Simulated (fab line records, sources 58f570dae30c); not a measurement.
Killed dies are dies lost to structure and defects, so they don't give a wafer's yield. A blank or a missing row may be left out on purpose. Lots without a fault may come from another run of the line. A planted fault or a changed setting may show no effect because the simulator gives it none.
fab line records | flow berkeley_cmos170
record lots=5 wafers=15 last_day=13
route steps=331 shown NSD@188 BACKSIDE@199 SDANNEAL@204 PSD@206 PLDD@208 NLDD@209 SILICIDE@210 CONTACT@216
lots that met no fault: from a run of the same line without faults
start_h: hours from the record's first day to the start of the lot's first wafer shown | wait_h: hours since the lot's step before | " the same as in the row above | L1.1+2: a row that stands for several wafers | - no value, or no start given | * or withheld: withheld | < > ~ a bound
route shown NAME@n: a module of which the file shows steps, and the number in the route of the first | usual: mean/standard deviation of fault-free wafers | same: alike in all rows | chamber/n: place in a boat | sites: the reading at each site | _std_site: their standard deviation | _edge_site: outer sites' mean less inner sites' | radius_mm: how far each site lies from the wafer's centre | mask NAME#n: copy n | behind: the tool/chamber that last shaped the wafer | hold: why the lot was held/for how many hours/how that ended | device: the transistor (n, p or np) that didn't switch | end of line: the same wafers' tests at the end of the route | a step without rows: its recipe alone | killed: dies lost to structure and defects at the first sort, not the wafer's yield | map: a wafer's dies, x killed, . not, _ none there
set.NAME: the setting as run; set.NAME@STEP: as run at that earlier step | model.NAME: the simulator's own value behind a step, which no gauge read
lots at some steps of the route; a table a step, a row a wafer
services: from which hour (start_h, from the record's first day; less than 0 if before it) a tool's chamber was out of use, for how many hours, and why
## steps
# step UCB170_NSD_COAT_01
# recipe resist=KrF spin_rpm=1500 resist_thk_nm=900
# usual dispense_pressure_kPa=49.1/2.6 exhaust_pa=44.9/0.97
# columns lot.wafer tool chamber start_h wait_h dispense_pressure_kPa exhaust_pa
L076.3 litho_track-03 0 174.28 0.1 50.6 44.9
L076.5 " 0 " " 50.6 44.1
L076.6 " 0 " " 50.6 44.8
L081.1 litho_track-03 0 202.85 0.1 50.6 45.7
L081.4 " 0 " " 50.6 44.9
L081.5 " 0 " " 50.6 45.2
L083.1 litho_track-03 0 217.09 0.1 50.5 45.0
L083.3 " 0 " " 50.5 44.7
L083.6 " 0 " " 50.5 45.6
L091.2 litho_track-03 0 268.13 0.1 50.5 46.6
L091.3 " 0 " " 50.6 45.8
L091.4 " 0 " " 50.6 47.6
L095.1 litho_track-03 0 278.20 0.1 50.5 45.3
L095.2 " 0 " " 50.6 45.5
L095.4 " 0 " " 50.6 45.4
# step UCB170_NSD_SOFTBAKE_02
# recipe resist=KrF temp_c=130 time_s=60
# usual exhaust_pa=44.9/0.86
# same time_s=60
# columns lot.wafer tool chamber start_h wait_h exhaust_pa
L076.3 litho_track-03 0 174.43 0.1 46.4
L076.5 " 0 " " 44.5
L076.6 " 0 " " 44.4
L081.1 litho_track-03 0 203.00 0.1 45.0
L081.4 " 0 " " 45.9
L081.5 " 0 " " 45.2
L083.1 litho_track-03 0 217.24 0.1 44.6
L083.3 " 0 " " 44.2
L083.6 " 0 " " 45.0
L091.2 litho_track-03 0 268.28 0.1 46.0
L091.3 " 0 " " 46.3
L091.4 " 0 " " 46.8
L095.1 litho_track-03 0 278.35 0.1 44.6
L095.2 " 0 " " 45.1
L095.4 " 0 " " 43.6
# step UCB170_NSD_EXPOSE_03
# recipe mask_id=NSELECT_MOD na=0.5 sigma_outer=0.6 source_shape=conventional target_cd_nm=1200 dose_mj=30
# usual focus_offset_nm=0.1/0.53 reticle_temp_C=23.03/0.11
# columns lot.wafer tool chamber start_h wait_h mask focus_offset_nm reticle_temp_C
L076.3 krf_scanner-02 0 174.57 0.1 NSELECT_MOD#0 0.8 22.88
L076.5 " 0 " " NSELECT_MOD#0 0.0 23.06
L076.6 " 0 " " NSELECT_MOD#0 -0.1 22.94
L081.1 krf_scanner-02 0 203.28 0.2 NSELECT_MOD#0 -0.5 23.08
L081.4 " 0 " " NSELECT_MOD#0 0.8 23.22
L081.5 " 0 " " NSELECT_MOD#0 0.1 23.08
L083.1 krf_scanner-01 0 217.52 0.2 NSELECT_MOD#0 -0.2 23.00
L083.3 " 0 " " NSELECT_MOD#0 -0.5 23.09
L083.6 " 0 " " NSELECT_MOD#0 1.1 22.92
L091.2 krf_scanner-02 0 268.67 0.4 NSELECT_MOD#0 0.0 23.22
L091.3 " 0 " " NSELECT_MOD#0 -0.2 23.13
L091.4 " 0 " " NSELECT_MOD#0 -0.1 23.13
L095.1 krf_scanner-01 0 278.50 0.1 NSELECT_MOD#0 -0.1 23.07
L095.2 " 0 " " NSELECT_MOD#0 0.1 22.97
L095.4 " 0 " " NSELECT_MOD#0 -0.2 23.13
# step UCB170_NSD_PEB_04
# recipe peb_temp_c=130 peb_time_s=withheld resist=KrF
# usual exhaust_pa=44.8/0.93
# columns lot.wafer tool chamber start_h wait_h exhaust_pa
L076.3 litho_track-04 0 174.73 0.1 43.7
L076.5 " 0 " " 43.6
L076.6 " 0 " " 44.6
L081.1 litho_track-01 0 203.47 0.2 46.0
L081.4 " 0 " " 44.5
L081.5 " 0 " " 46.0
L083.1 litho_track-01 0 217.71 0.2 43.8
L083.3 " 0 " " 45.2
L083.6 " 0 " " 46.1
L091.2 litho_track-04 0 269.25 0.6 46.0
L091.3 " 0 " " 45.4
L091.4 " 0 " " 45.8
L095.1 litho_track-03 0 278.62 0.1 45.5
L095.2 " 0 " " 44.5
L095.4 " 0 " " 45.4
# step UCB170_NSD_DEVELOP_05
# recipe developer=TMAH develop_time_s=45 resist=KrF dev_temp_c=21
# usual exhaust_pa=45.2/0.83
# columns lot.wafer tool chamber start_h wait_h exhaust_pa
L076.3 litho_track-04 0 - - 45.0
L076.5 " 0 " " 44.3
L076.6 " 0 " " 44.8
L081.1 litho_track-01 0 - - 46.0
L081.4 " 0 " " 45.1
L081.5 " 0 " " 46.8
L083.1 litho_track-01 0 - - 45.5
L083.3 " 0 " " 45.1
L083.6 " 0 " " 44.5
L091.2 litho_track-04 0 - - 43.4
L091.3 " 0 " " 45.2
L091.4 " 0 " " 44.2
L095.1 litho_track-03 0 - - 45.2
L095.2 " 0 " " 45.9
L095.4 " 0 " " 45.2
# step UCB170_NSD_CD_MEAS_06
# recipe target_cd_nm=1200
# usual cd_nm=1200.2/1.4
# columns lot.wafer tool chamber start_h wait_h cd_nm
L076.3 cd_sem-02 - 174.99 - 1197.6
L076.5 " - " " 1199.0
L076.6 " - " " 1197.4
L081.1 cd_sem-01 - 203.82 - 1199.3
L081.4 " - " " 1199.2
L081.5 " - " " 1198.8
L083.1 cd_sem-01 - 217.99 - 1200.7
L083.3 " - " " 1199.9
L083.6 " - " " 1199.7
L091.2 cd_sem-01 - 269.52 - 1199.4
L091.3 " - " " 1198.8
L091.4 " - " " 1199.3
L095.1 cd_sem-01 - 278.89 - 1200.6
L095.2 " - " " 1199.3
L095.4 " - " " 1199.7
# step UCB170_NSD_OVL_MEAS_07
# usual NSD_OVL=2/6.2
# columns lot.wafer tool chamber start_h wait_h NSD_OVL[nm]
L076.3 overlay-01 - 175.09 0.1 5
L076.5 " - " " -2
L076.6 " - " " 4
L081.1 overlay-01 - 203.94 0.1 13
L081.4 " - " " 1
L081.5 " - " " 4
L083.1 overlay-01 - 218.11 0.1 -4
L083.3 " - " " 2
L083.6 " - " " 7
L091.2 overlay-02 - 269.63 0.1 3
L091.3 " - " " 11
L091.4 " - " " 5
L095.1 overlay-02 - 279.01 0.1 3
L095.2 " - " " -3
L095.4 " - " " -2
# step UCB170_NSD_IMPLANT_08
# recipe species=P dose_cm2=3e+15 energy_kev=40 tilt_deg=7
# same implant_ion_amu=31
# columns lot.wafer tool chamber start_h wait_h
L076.3+5+6 implanter-04 0 175.16 0.1
L081.1+4+5 implanter-01 0 203.98 0.0
L083.1+3+6 implanter-04 0 218.14 0.0
L091.2+3+4 implanter-04 0 269.69 0.0
L095.1+2+4 implanter-04 0 279.05 0.0
# step UCB170_NSD_STRIP_09
# recipe chemistry=O2 power_w=400 pressure_mtorr=3500 platen_temp_c=withheld o2_flow_sccm=400 overash_fraction=0.5
# usual drypump_motor_current_A=5.4/0.3 oes_product_au=0.534/0.0041 strip_time_to_endpoint_s=35.80/0.073
# columns lot.wafer tool chamber start_h wait_h drypump_motor_current_A oes_product_au rf_hours_counter_h strip_time_to_endpoint_s
L076.3 plasma_asher-01 0 175.29 0.1 5.2 0.543 - 35.83
L076.5 " 0 " " 5.2 0.539 - 35.75
L076.6 " 1 " " 5.7 0.536 - 35.76
L081.1 plasma_asher-01 0 204.13 0.1 5.2 0.524 10 35.79
L081.4 " 1 " " 5.6 0.532 - 35.78
L081.5 " 1 " " 5.7 0.533 - 35.80
L083.1 plasma_asher-01 1 218.29 0.1 5.7 0.525 12 35.96
L083.3 " 0 " " 5.1 0.536 - 35.92
L083.6 " 1 " " 5.7 0.524 - 35.92
L091.2 plasma_asher-02 1 269.81 0.1 5.2 0.541 51 35.81
L091.3 " 0 " " 5.3 0.535 - 35.87
L091.4 " 1 " " 5.2 0.531 - 35.82
L095.1 plasma_asher-04 1 279.20 0.1 6.3 0.533 42 35.81
L095.2 " 0 " " 5.4 0.532 42 35.89
L095.4 " 1 " " 6.3 0.534 - 35.80
# step UCB170_NSD_TW_MEAS_10
# usual NSD_TW=4162/32
# columns lot.wafer tool chamber start_h wait_h NSD_TW
L076.3 film_metro-02 - 175.38 0.1 4157
L076.5 " - " " 4128
L076.6 " - " " 4142
L081.1 film_metro-02 - 204.23 0.1 4138
L081.4 " - " " 4126
L081.5 " - " " 4145
L083.1 film_metro-01 - 218.39 0.1 4180
L083.3 " - " " 4178
L083.6 " - " " 4176
L091.2 film_metro-01 - 269.92 0.1 4166
L091.3 " - " " 4177
L091.4 " - " " 4166
L095.1 film_metro-02 - 279.30 0.1 4111
L095.2 " - " " 4113
L095.4 " - " " 4134
# step UCB170_NSD_CLEAN_11
# recipe chemistry=SPM temp_c=120 time_s=600
# usual temp_c=120.02/0.13
# same time_s=600
# columns lot.wafer tool chamber start_h wait_h temp_c
L076.3 wet_bench-03 2 175.42 0.0 120.09
L076.5 " 2 " " 120.11
L076.6 " 2 " " 119.94
L081.1 wet_bench-03 1 204.29 0.1 120.14
L081.4 " 1 " " 119.94
L081.5 " 1 " " 119.93
L083.1 wet_bench-03 1 218.45 0.1 120.07
L083.3 " 1 " " 120.07
L083.6 " 1 " " 120.24
L091.2 wet_bench-03 1 269.97 0.0 119.92
L091.3 " 1 " " 120.03
L091.4 " 1 " " 119.97
L095.1 wet_bench-01 0 279.36 0.1 120.15
L095.2 " 0 " " 120.21
L095.4 " 0 " " 120.14
# step UCB170_BACKSIDE_HMDS_00
# recipe prime_time_s=60 prime_temp_c=100
# usual exhaust_pa=45.0/0.96
# same prime_time_s=60
# columns lot.wafer tool chamber start_h wait_h exhaust_pa
L076.3 litho_track-04 0 175.82 0.2 43.8
L076.5 " 0 " " 45.1
L076.6 " 0 " " 44.9
L081.1 litho_track-04 0 204.48 0.0 45.0
L081.4 " 0 " " 45.9
L081.5 " 0 " " 44.7
L083.1 litho_track-02 0 218.68 0.0 45.4
L083.3 " 0 " " 43.9
L083.6 " 0 " " 45.2
L091.2 litho_track-02 0 270.43 0.3 44.0
L091.3 " 0 " " 44.1
L091.4 " 0 " " 42.7
L095.1 litho_track-04 0 279.67 0.1 44.3
L095.2 " 0 " " 44.8
L095.4 " 0 " " 45.2
# step UCB170_BACKSIDE_COAT_01
# recipe resist=KrF spin_rpm=1500 resist_thk_nm=900
# usual dispense_pressure_kPa=49.2/2.6 exhaust_pa=45.2/0.91
# columns lot.wafer tool chamber start_h wait_h dispense_pressure_kPa exhaust_pa
L076.3 litho_track-04 0 175.97 0.1 51.1 45.0
L076.5 " 0 " " 51.1 46.3
L076.6 " 0 " " 51.0 45.8
L081.1 litho_track-04 0 204.63 0.1 51.1 46.2
L081.4 " 0 " " 51.1 45.1
L081.5 " 0 " " 51.1 43.9
L083.1 litho_track-02 0 218.83 0.1 45.2 46.4
L083.3 " 0 " " 45.2 44.1
L083.6 " 0 " " 45.2 46.8
L091.2 litho_track-02 0 270.58 0.1 45.1 46.1
L091.3 " 0 " " 45.2 45.8
L091.4 " 0 " " 45.1 45.6
L095.1 litho_track-04 0 279.82 0.1 51.0 46.5
L095.2 " 0 " " 51.0 45.6
L095.4 " 0 " " 51.1 46.0
# step UCB170_BACKSIDE_SOFTBAKE_02
# recipe resist=KrF temp_c=130 time_s=60
# usual exhaust_pa=45.2/1
# same time_s=60
# columns lot.wafer tool chamber start_h wait_h exhaust_pa
L076.3 litho_track-04 0 176.12 0.1 44.9
L076.5 " 0 " " 45.2
L076.6 " 0 " " 45.3
L081.1 litho_track-04 0 204.78 0.1 43.5
L081.4 " 0 " " 44.7
L081.5 " 0 " " 45.2
L083.1 litho_track-02 0 218.98 0.1 45.6
L083.3 " 0 " " 45.8
L083.6 " 0 " " 46.4
L091.2 litho_track-02 0 270.73 0.1 46.0
L091.3 " 0 " " 45.5
L091.4 " 0 " " 46.3
L095.1 litho_track-04 0 279.97 0.1 46.5
L095.2 " 0 " " 44.7
L095.4 " 0 " " 46.7
# step UCB170_BACKSIDE_STRIP_03
# recipe chemistry=O2 power_w=400 pressure_mtorr=3500 platen_temp_c=withheld o2_flow_sccm=400 overash_fraction=0.5
# usual drypump_motor_current_A=5.7/0.52 oes_product_au=0.734/0.0047 strip_time_to_endpoint_s=22.00/0.065
# columns lot.wafer tool chamber start_h wait_h drypump_motor_current_A oes_product_au rf_hours_counter_h strip_time_to_endpoint_s
L076.3 plasma_asher-03 1 176.25 0.1 5.3 0.735 - 21.99
L076.5 " 1 " " 5.3 0.744 - 21.96
L076.6 " 0 " " 6.5 0.736 - 21.95
L081.1 plasma_asher-01 1 204.93 0.1 5.7 0.734 10 21.90
L081.4 " 0 " " 5.1 0.731 - 21.96
L081.5 " 0 " " 5.1 0.733 - 21.93
L083.1 plasma_asher-03 0 219.16 0.2 6.5 0.735 54 22.15
L083.3 " 0 " " 6.5 0.733 - 22.08
L083.6 " 0 " " 6.4 0.731 - 22.10
L091.2 plasma_asher-04 0 270.85 0.1 5.4 0.735 42 22.03
L091.3 " 1 " " 6.3 0.739 - 21.98
L091.4 " 0 " " 5.4 0.742 - 21.94
L095.1 plasma_asher-04 1 280.12 0.1 6.3 0.736 42 22.03
L095.2 " 0 " " 5.4 0.736 42 21.98
L095.4 " 0 " " 5.4 0.738 - 22.03
# step UCB170_BACKSIDE_CLEAN_04
# recipe chemistry=SPM temp_c=120 time_s=600
# usual temp_c=120.00/0.11
# same time_s=600
# columns lot.wafer tool chamber start_h wait_h temp_c
L076.3 wet_bench-03 3 176.39 0.1 119.83
L076.5 " 3 " " 119.88
L076.6 " 3 " " 119.90
L081.1 wet_bench-03 3 205.03 0.1 119.96
L081.4 " 3 " " 120.10
L081.5 " 3 " " 120.17
L083.1 wet_bench-03 0 219.26 0.1 120.00
L083.3 " 0 " " 119.88
L083.6 " 0 " " 119.93
L091.2 wet_bench-03 3 270.95 0.1 120.03
L091.3 " 3 " " 120.00
L091.4 " 3 " " 119.93
L095.1 wet_bench-04 3 280.22 0.1 120.05
L095.2 " 3 " " 120.08
L095.4 " 3 " " 119.95
# step UCB170_SDANNEAL_RTA_00
# recipe temp_c=900 time_s=10 ambient=N2
# usual lamp_power_pct=24/3.1 wafer_temp_C_max=904.1/1.5
# same time_s=10
# columns lot.wafer tool chamber start_h wait_h lamp_power_pct wafer_temp_C_max
L076.3 rtp_anneal-02 0 176.58 0.0 21 902.5
L076.5 " 0 " " 21 902.2
L076.6 " 0 " " 21 902.3
L081.1 rtp_anneal-01 0 205.21 0.0 27 905.2
L081.4 " 0 " " 27 906.5
L081.5 " 0 " " 27 906.2
L083.1 rtp_anneal-01 0 219.44 0.0 27 905.1
L083.3 " 0 " " 27 905.2
L083.6 " 0 " " 27 904.9
L091.2 rtp_anneal-01 0 271.16 0.0 27 905.3
L091.3 " 0 " " 27 907.8
L091.4 " 0 " " 27 905.7
L095.1 rtp_anneal-02 0 280.40 0.0 21 902.9
L095.2 " 0 " " 21 903.0
L095.4 " 0 " " 21 902.2
# step UCB170_SDANNEAL_RTA_01
# recipe temp_c=1050 time_s=5 ambient=N2
# usual lamp_power_pct=36/4.8 wafer_temp_C_max=1054.8/1.7
# same time_s=5
# columns lot.wafer tool chamber start_h wait_h lamp_power_pct wafer_temp_C_max
L076.3 rtp_anneal-02 0 176.65 0.1 32 1052.5
L076.5 " 0 " " 32 1053.3
L076.6 " 0 " " 32 1054.0
L081.1 rtp_anneal-01 0 205.27 0.1 41 1054.7
L081.4 " 0 " " 41 1054.7
L081.5 " 0 " " 41 1056.3
L083.1 rtp_anneal-01 0 219.50 0.1 41 1056.8
L083.3 " 0 " " 41 1054.7
L083.6 " 0 " " 41 1056.3
L091.2 rtp_anneal-01 0 271.22 0.1 41 1055.6
L091.3 " 0 " " 41 1056.0
L091.4 " 0 " " 41 1056.6
L095.1 rtp_anneal-02 0 280.46 0.1 32 1053.2
L095.2 " 0 " " 32 1053.7
L095.4 " 0 " " 32 1053.4
# step UCB170_SDANNEAL_RS_MEAS_02
# recipe thk_meas_gauge=four-point-probe
# usual PSD_RS=75.62/0.27
# columns lot.wafer tool chamber start_h wait_h PSD_RS[ohm/sq]
L076.3 film_metro-02 - 176.73 0.1 75.78
L076.5 " - " " 75.59
L076.6 " - " " 75.71
L081.1 film_metro-04 - 205.33 0.0 75.61
L081.4 " - " " 75.09
L081.5 " - " " 75.81
L083.1 film_metro-04 - 219.56 0.0 75.21
L083.3 " - " " 75.34
L083.6 " - " " 75.38
L091.2 film_metro-01 - 271.29 0.1 75.08
L091.3 " - " " 75.01
L091.4 " - " " 75.31
L095.1 film_metro-04 - 280.52 0.0 75.52
L095.2 " - " " 75.64
L095.4 " - " " 75.57
# step UCB170_SDANNEAL_RS_MEAS_03
# recipe thk_meas_gauge=four-point-probe
# usual NSD_RS=37.28/0.11
# columns lot.wafer tool chamber start_h wait_h NSD_RS[ohm/sq]
L076.3 film_metro-02 - 176.85 0.1 37.47
L076.5 " - " " 37.34
L076.6 " - " " 37.41
L081.1 film_metro-04 - 205.45 0.1 37.41
L081.4 " - " " 37.46
L081.5 " - " " 37.43
L083.1 film_metro-04 - 219.68 0.1 36.97
L083.3 " - " " 37.21
L083.6 " - " " 37.05
L091.2 film_metro-01 - 271.41 0.1 37.34
L091.3 " - " " 37.16
L091.4 " - " " 37.33
L095.1 film_metro-04 - 280.64 0.1 37.32
L095.2 " - " " 37.27
L095.4 " - " " 37.33
# step UCB170_SDANNEAL_RS_MEAS_04
# recipe thk_meas_gauge=four-point-probe
# usual PLDD_RS=1032/3
# columns lot.wafer tool chamber start_h wait_h PLDD_RS[ohm/sq]
L076.3 film_metro-02 - 176.97 0.1 1028
L076.5 " - " " 1029
L076.6 " - " " 1029
L081.1 film_metro-04 - 205.57 0.1 1029
L081.4 " - " " 1029
L081.5 " - " " 1025
L083.1 film_metro-04 - 219.80 0.1 1034
L083.3 " - " " 1036
L083.6 " - " " 1034
L091.2 film_metro-01 - 271.53 0.1 1031
L091.3 " - " " 1029
L091.4 " - " " 1033
L095.1 film_metro-04 - 280.76 0.1 1032
L095.2 " - " " 1034
L095.4 " - " " 1032
# step UCB170_SDANNEAL_RS_MEAS_05
# recipe thk_meas_gauge=four-point-probe
# usual NLDD_RS=616.6/1.6
# columns lot.wafer tool chamber start_h wait_h NLDD_RS[ohm/sq]
L076.3 film_metro-02 - 177.09 0.1 618.6
L076.5 " - " " 618.7
L076.6 " - " " 618.6
L081.1 film_metro-04 - 205.69 0.1 616.0
L081.4 " - " " 615.8
L081.5 " - " " 618.0
L083.1 film_metro-04 - 219.92 0.1 615.5
L083.3 " - " " 615.4
L083.6 " - " " 615.6
L091.2 film_metro-01 - 271.65 0.1 615.8
L091.3 " - " " 616.3
L091.4 " - " " 616.2
L095.1 film_metro-04 - 280.88 0.1 617.6
L095.2 " - " " 616.7
L095.4 " - " " 617.8
# step UCB170_SILICIDE_PRE_CLEAN_00
# recipe gas=Ar preclean_etch_time_s=60
# columns lot.wafer tool chamber start_h wait_h
L076.3+5+6 pvd_sputter-04 - 177.17 0.1
L081.1+4+5 pvd_sputter-03 - 205.81 0.1
L083.1+3+6 pvd_sputter-03 - 220.04 0.1
L091.2+3+4 pvd_sputter-03 - 271.75 0.1
L095.1+2+4 pvd_sputter-03 - 281.00 0.1
# step UCB170_SILICIDE_SPUTTER_01
# recipe material=Ti target_thk_nm=30 time_s=25 power_w=1480 chamber_pressure_pa=0.5
# usual throttle_valve_pct=30.1/0.57
# same time_s=25
# columns lot.wafer tool chamber start_h wait_h throttle_valve_pct
L076.3 pvd_sputter-04 - 177.23 0.0 28.7
L076.5 " - " " 30.3
L076.6 " - " " 29.7
L081.1 pvd_sputter-03 - 205.88 0.0 30.0
L081.4 " - " " 30.1
L081.5 " - " " 30.8
L083.1 pvd_sputter-03 - 220.11 0.0 30.7
L083.3 " - " " 30.9
L083.6 " - " " 31.0
L091.2 pvd_sputter-03 - 271.82 0.0 30.3
L091.3 " - " " 30.8
L091.4 " - " " 29.8
L095.1 pvd_sputter-03 - 281.07 0.0 30.4
L095.2 " - " " 30.0
L095.4 " - " " 30.7
# step UCB170_SILICIDE_RS_MEAS_02
# recipe thk_meas_gauge=four-point-probe reads=Ti_of_SILICIDE_SPUTTER_01
# usual SILICIDE_TI_RS=26.50/0.29
# columns lot.wafer tool chamber start_h wait_h SILICIDE_TI_RS[ohm/sq]
L076.3 film_metro-04 - 177.30 0.1 26.77
L076.5 " - " " 27.02
L076.6 " - " " 26.70
L081.1 film_metro-02 - 205.91 0.0 26.10
L081.4 " - " " 26.28
L081.5 " - " " 26.06
L083.1 film_metro-03 - 220.14 0.0 26.52
L083.3 " - " " 26.72
L083.6 " - " " 26.64
L091.2 film_metro-03 - 271.87 0.0 26.66
L091.3 " - " " 26.50
L091.4 " - " " 26.54
L095.1 film_metro-02 - 281.10 0.0 26.78
L095.2 " - " " 27.08
L095.4 " - " " 26.80
# step UCB170_SILICIDE_THK_MEAS_03
# recipe thk_meas_gauge=xrf reads=Ti_of_SILICIDE_SPUTTER_01
# usual SILICIDE_TI_THK=29.0/0.37
# columns lot.wafer tool chamber start_h wait_h SILICIDE_TI_THK[nm]
L076.3 film_metro-04 - 177.40 0.1 28.8
L076.5 " - " " 28.3
L076.6 " - " " 28.8
L081.1 film_metro-02 - 206.03 0.1 29.2
L081.4 " - " " 29.0
L081.5 " - " " 29.2
L083.1 film_metro-03 - 220.26 0.1 28.9
L083.3 " - " " 29.0
L083.6 " - " " 28.9
L091.2 film_metro-03 - 271.98 0.1 29.1
L091.3 " - " " 29.1
L091.4 " - " " 29.2
L095.1 film_metro-02 - 281.22 0.1 28.7
L095.2 " - " " 28.3
L095.4 " - " " 28.6
# step UCB170_SILICIDE_RTA_04
# recipe temp_c=650 time_s=15 ambient=N2
# usual lamp_power_pct=10.2/1.3 wafer_temp_C_max=653.1/1.1
# same time_s=15
# columns lot.wafer tool chamber start_h wait_h lamp_power_pct wafer_temp_C_max
L076.3 rtp_anneal-01 0 177.47 0.1 11.4 653.5
L076.5 " 0 " " 11.5 653.6
L076.6 " 0 " " 11.5 652.6
L081.1 rtp_anneal-01 0 206.09 0.1 11.5 654.0
L081.4 " 0 " " 11.5 653.4
L081.5 " 0 " " 11.5 654.3
L083.1 rtp_anneal-02 0 220.32 0.1 8.8 651.8
L083.3 " 0 " " 8.8 651.8
L083.6 " 0 " " 8.8 652.1
L091.2 rtp_anneal-01 0 272.04 0.1 11.5 655.5
L091.3 " 0 " " 11.5 653.5
L091.4 " 0 " " 11.5 653.9
L095.1 rtp_anneal-01 0 281.28 0.1 11.5 655.0
L095.2 " 0 " " 11.5 654.7
L095.4 " 0 " " 11.5 653.5
# step UCB170_SILICIDE_WET_ETCH_05
# recipe chemistry=SPM time_s=45 temp_c=120 target=Ti
# usual temp_c=120.01/0.14
# same time_s=45
# columns lot.wafer tool chamber start_h wait_h temp_c
L076.3 wet_bench-03 0 177.58 0.1 119.90
L076.5 " 0 " " 119.99
L076.6 " 0 " " 120.04
L081.1 wet_bench-03 1 206.29 0.2 119.89
L081.4 " 1 " " 119.74
L081.5 " 1 " " 119.75
L083.1 wet_bench-04 2 220.77 0.4 120.19
L083.3 " 2 " " 120.20
L083.6 " 2 " " 120.23
L091.2 wet_bench-03 3 272.10 0.1 120.22
L091.3 " 3 " " 120.22
L091.4 " 3 " " 120.09
L095.1 wet_bench-01 3 281.36 0.1 119.89
L095.2 " 3 " " 119.85
L095.4 " 3 " " 119.78
# step UCB170_CONTACT_CLEAN_00
# recipe chemistry=SPM temp_c=120 time_s=600
# usual temp_c=120.00/0.13
# same time_s=600
# columns lot.wafer tool chamber start_h wait_h temp_c
L076.3 wet_bench-03 3 177.60 0.0 119.99
L076.5 " 3 " " 120.18
L076.6 " 3 " " 120.13
L081.1 wet_bench-03 0 206.31 0.0 119.97
L081.4 " 0 " " 119.85
L081.5 " 0 " " 119.90
L083.1 wet_bench-04 2 220.99 0.2 119.90
L083.3 " 2 " " 120.03
L083.6 " 2 " " 120.07
L091.2 wet_bench-03 3 272.12 0.0 119.66
L091.3 " 3 " " 119.95
L091.4 " 3 " " 119.72
L095.1 wet_bench-04 2 281.38 0.0 120.16
L095.2 " 2 " " 119.99
L095.4 " 2 " " 120.10
## services
# columns tool chamber start_h hours kind
krf_scanner-01 - 152.29 0.8 pm
krf_scanner-01 0 156.71 - calibration
krf_scanner-01 - 157.21 1.0 pm
implanter-04 - 159.12 2.4 repair
plasma_asher-04 - 159.85 109.0 repair
pvd_sputter-03 - 168.62 5.2 repair
krf_scanner-01 - 168.66 1.3 pm
plasma_asher-03 - 177.36 1.8 repair
krf_scanner-02 - 189.34 3.6 pm
krf_scanner-02 - 192.90 1.3 pm
krf_scanner-02 0 208.84 - calibration
krf_scanner-02 - 247.64 3.0 repair
implanter-04 - 248.25 1.1 repair
plasma_asher-04 - 257.16 0.5 repair
plasma_asher-03 - 258.62 0.9 repair
pvd_sputter-04 - 263.17 1.3 repair
krf_scanner-02 - 277.02 4.0 pm
## key
fault none
